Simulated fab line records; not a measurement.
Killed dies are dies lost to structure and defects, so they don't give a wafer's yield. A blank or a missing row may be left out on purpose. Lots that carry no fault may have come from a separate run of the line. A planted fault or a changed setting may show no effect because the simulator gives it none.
The same fault as seen by 2 desks	flow berkeleyCmos170	numbers are kept per desk, each desk with only its own; the story behind them comes last

== AT THE METROLOGY DESK ==
Means of the sampled wafers that have a number, per lot and without regard to the tool the lot ran on: this is what the gauges read. The brackets show how far a lot's mean lies from the usual mean; more than 4 standard deviations puts the lot out of limits, marked OUT. 7 of its 12 readings are shown, namely those furthest out on some lot.
Columns: A = PSD_RS at UCB170_SDANNEAL_RS_MEAS_02, usual 75.6 ohm/sq; B = NSD_RS at UCB170_SDANNEAL_RS_MEAS_03, usual 37.41 ohm/sq; C = PLDD_RS at UCB170_SDANNEAL_RS_MEAS_04, usual 1031.2 ohm/sq; D = NLDD_RS at UCB170_SDANNEAL_RS_MEAS_05, usual 620.5 ohm/sq; E = SILICIDE_TI_RS at UCB170_SILICIDE_RS_MEAS_02, usual 24.6 ohm/sq; F = CONTACT_PSG_THK at UCB170_CONTACT_THK_MEAS_02, usual 698 nm; G = M1_AL_RS at UCB170_M1_RS_MEAS_01, usual 0.0482 ohm/sq
lot	first seen here	A	B	C	D	E	F	G
L402	day 7 12:34	75.8	37.38	1030.5	621.7	25.0	687	0.0479
L407	day 8 16:49	75.1	37.40	1027.3	618.3	24.7	693	0.0483
L406	day 8 16:52	76.0	37.70	1035.5	621.4	24.1	690	0.0482
L415	day 10 05:33	75.6	37.33	1029.2	619.2	24.5	700	0.0487
L418	day 10 10:16	75.1	37.38	1029.9	619.0	24.8	699	0.0478
L422	day 11 04:23	75.7	37.46	1032.9	623.3	25.0	705	0.0482
Finding of this desk: none of the 6 lots has anything out of limits.

== TOOL OWNER'S DESK, rtpAnneal-02 ==
Per lot that ran on this tool, the mean of the sampled wafers carrying a number, from the tool's own readings at UCB170_SILICIDE_RTA_04 (time 15 s). The brackets show how far a lot's mean lies from the usual mean; more than 4 standard deviations puts the lot out of limits, marked OUT.
Columns: A = lampPowerPct at UCB170_SILICIDE_RTA_04, usual 12.1 %; B = wafer_temp_C_max at UCB170_SILICIDE_RTA_04, usual 653.3
lot	first seen here	A	B
L407	day 8 17:34	13.4	654.3
L415	day 10 06:20	13.4	654.6
L418	day 10 11:01	13.4	653.8
Finding of this desk: none of the 3 lots has anything out of limits.

== TAKEN TOGETHER ==
Nothing out of limits was seen by the metrology desk.
Nothing out of limits was seen by the tool owner's desk.

== WHAT WAS PUT IN BY THE SIMULATOR ==
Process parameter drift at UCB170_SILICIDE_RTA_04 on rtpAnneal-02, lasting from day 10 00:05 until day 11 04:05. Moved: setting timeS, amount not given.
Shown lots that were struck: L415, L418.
